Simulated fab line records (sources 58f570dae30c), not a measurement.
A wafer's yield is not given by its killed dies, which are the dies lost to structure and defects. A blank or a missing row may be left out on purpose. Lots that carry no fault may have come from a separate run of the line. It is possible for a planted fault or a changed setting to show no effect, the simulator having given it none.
2 desks looking at one fault / flow berkeleyCmos170 / only its own numbers are on each desk; what lay behind them is given at the end

THE TOOL OWNER'S DESK: pecvd-01
The tool's own readings at UCB170_SPACER_CVD_00 (deposits SiO2 from TEOS/O2, target thk 376 nm, time 47 s): means of the sampled wafers that have a number, for each lot that ran on this tool. A lot is out of limits, marked OUT, if its mean lies more than 4 standard deviations from the usual mean; the brackets give that distance.
Columns: A = heaterPowerW at UCB170_SPACER_CVD_00, usual 253 W; B = rfFwdPowerW at UCB170_SPACER_CVD_00, usual 544.9 W
lot=L611; first seen here=day 8 06:27; A=246; B=543.7
lot=L617; first seen here=day 9 15:19; A=287; B=544.0
lot=L616; first seen here=day 9 16:05; A=209; B=546.1
lot=L622; first seen here=day 10 05:41; A=272; B=544.7
lot=L627; first seen here=day 10 18:29; A=246; B=544.2
lot=L624; first seen here=day 10 19:14; A=211; B=566.4 (+11) OUT
lot=L632; first seen here=day 11 20:48; A=260; B=563.9 (+10) OUT
This desk's verdict: out of limits on L624, L632, starting with L624 at day 10 19:14 (rfFwdPowerW at UCB170_SPACER_CVD_00). L611, L617, L616, L622, L627: within limits.

THE METROLOGY DESK
Lot by lot, what the gauges showed, no matter which tool ran the lot: averages of those sampled wafers that carry a number. A lot is out of limits, marked OUT, if its mean lies more than 4 standard deviations from the usual mean; the brackets give that distance.
Columns: A = NVT_OVL at UCB170_NVT_OVL_MEAS_06, usual 2 nm; B = PVT_TW at UCB170_PVT_TW_MEAS_09, usual 508; C = cdNm at UCB170_GATE_CD_MEAS_90, usual 350.1 nm; D = SPACER_TEOS_THK at UCB170_SPACER_THK_MEAS_01, usual 376 nm
lot=L611; first seen here=day 7 04:11; A=7; B=509; C=350.2; D=376
lot=L615; first seen here=day 7 14:44; A=-4; B=512; C=352.0; D=374
lot=L613; first seen here=day 7 14:59; A=8; B=496; C=351.8; D=368
lot=L617; first seen here=day 8 04:58; A=1; B=508; C=350.2; D=377
lot=L621; first seen here=day 8 11:04; A=2; B=514; C=350.3; D=375
lot=L618; first seen here=day 8 11:10; A=-4; B=495; C=350.3; D=377
lot=L616; first seen here=day 8 11:47; A=-1; B=508; C=348.4; D=378
lot=L619; first seen here=day 8 11:49; A=7; B=513; C=349.7; D=377
lot=L622; first seen here=day 9 09:08; A=1; B=510; C=347.0; D=382
lot=L623; first seen here=day 9 09:09; A=-2; B=498; C=348.2; D=375
lot=L627; first seen here=day 9 16:24; A=3; B=513; C=349.7; D=381
lot=L626; first seen here=day 9 16:32; A=-2; B=508; C=349.6; D=372
lot=L624; first seen here=day 9 16:38; A=-2; B=514; C=353.0; D=386
lot=L632; first seen here=day 11 01:35; A=6; B=513; C=348.4; D=383
This desk's finding: nothing out of limits on any of the 14 lots.

BROUGHT TOGETHER
The tool owner's desk could have raised an alarm at day 10 19:14, on L624, L632.
From the metrology desk's view, nothing was out of limits.
The metrology desk holds a record of L624, L632, inside its limits.
UCB170_SPACER_CVD_00 was run on pecvd-01 by each of the lots named.

WHAT WAS PUT IN BY THE SIMULATOR
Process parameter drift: pecvd-01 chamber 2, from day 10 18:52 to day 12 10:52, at UCB170_SPACER_CVD_00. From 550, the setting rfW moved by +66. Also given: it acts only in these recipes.
Struck lots among those shown: L624, L632.
Each desk's first reading out of limits, in hours after the fault started: the tool owner's desk, 0.
